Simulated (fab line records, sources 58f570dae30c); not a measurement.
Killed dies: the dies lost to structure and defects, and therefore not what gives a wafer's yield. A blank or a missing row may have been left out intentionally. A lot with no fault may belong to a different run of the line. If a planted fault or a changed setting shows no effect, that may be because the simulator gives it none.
The same fault as seen by 2 desks || flow berkeley-cmos170 || each desk holds nothing but its own numbers, with what lay behind them at the end

## THE TOOL OWNER'S DESK: litho-track-01
At UCB170_PSD_SOFTBAKE_02 (time 60 s), the tool's own readings, given per lot that ran on this tool as the mean of the sampled wafers with a number. If a lot's mean is further than 4 standard deviations from the usual mean, the lot is out of limits and carries the mark OUT (the distance appears in the brackets).
Columns: A = heater-power-total-W at UCB170_PSD_SOFTBAKE_02, usual 56.80 W; B = run-length-s at UCB170_PSD_SOFTBAKE_02, usual 89.05 s
{"lot": "L543", "first seen here": "day 7 18:59", "A": 56.81, "B": 89.12}
{"lot": "L546", "first seen here": "day 8 06:43", "A": 56.85, "B": 89.12}
{"lot": "L554", "first seen here": "day 9 16:34", "A": "58.48 (+40) OUT", "B": "83.46 (-43) OUT"}
{"lot": "L556", "first seen here": "day 10 10:10", "A": "58.55 (+42) OUT", "B": "83.39 (-44) OUT"}
This desk finds L554, L556 out of limits, L554 being first, at day 9 16:34 (heater-power-total-W at UCB170_PSD_SOFTBAKE_02). L543, L546 stayed within limits.

## THE METROLOGY DESK
Lot by lot, what the gauges showed, no matter which tool ran the lot: averages of those sampled wafers that carry a number. If a lot's mean is further than 4 standard deviations from the usual mean, the lot is out of limits and carries the mark OUT (the distance appears in the brackets).
Columns: A = INCOMING_BOW at UCB170_START_BOW_MEAS_00, usual -1 um; B = M3_OVL at UCB170_M3_OVL_MEAS_16, usual 1 nm
{"lot": "L543", "first seen here": "day 1 10:01", "A": 3, "B": 7}
{"lot": "L544", "first seen here": "day 1 15:00", "A": -5, "B": 9}
{"lot": "L545", "first seen here": "day 1 20:01", "A": -1, "B": -1}
{"lot": "L546", "first seen here": "day 2 01:00", "A": 9, "B": -6}
{"lot": "L553", "first seen here": "day 3 12:00", "A": 2, "B": 1}
{"lot": "L554", "first seen here": "day 3 17:01", "A": -4, "B": -3}
{"lot": "L556", "first seen here": "day 4 03:01", "A": 2, "B": 3}
{"lot": "L557", "first seen here": "day 4 08:01", "A": -3, "B": -1}
{"lot": "L558", "first seen here": "day 4 13:04", "A": -5, "B": 7}
{"lot": "L561", "first seen here": "day 5 04:04", "A": 7, "B": -3}
{"lot": "L562", "first seen here": "day 5 09:00", "A": -7, "B": -4}
{"lot": "L563", "first seen here": "day 5 14:00", "A": -3, "B": 7}
{"lot": "L565", "first seen here": "day 6 00:01", "A": -2, "B": -5}
{"lot": "L566", "first seen here": "day 6 05:02", "A": -1, "B": -3}
Result from this desk: across the 14 lots, nothing is out of limits.

## TAKEN TOGETHER
On L554, L556, at day 9 16:34, an alarm was possible from the tool owner's desk.
Metrology desk: nothing out of limits seen.
The metrology desk holds a record of L554, L556, inside its limits.
On litho-track-01, each named lot ran UCB170_PSD_SOFTBAKE_02.

## WHAT THE SIMULATOR PUT IN
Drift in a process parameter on litho-track-01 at UCB170_PSD_SOFTBAKE_02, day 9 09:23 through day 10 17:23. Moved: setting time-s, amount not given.
Lots struck among those shown: L554, L556.
Time in hours from fault onset to the first out-of-limits reading at each desk: the tool owner's desk, 7.
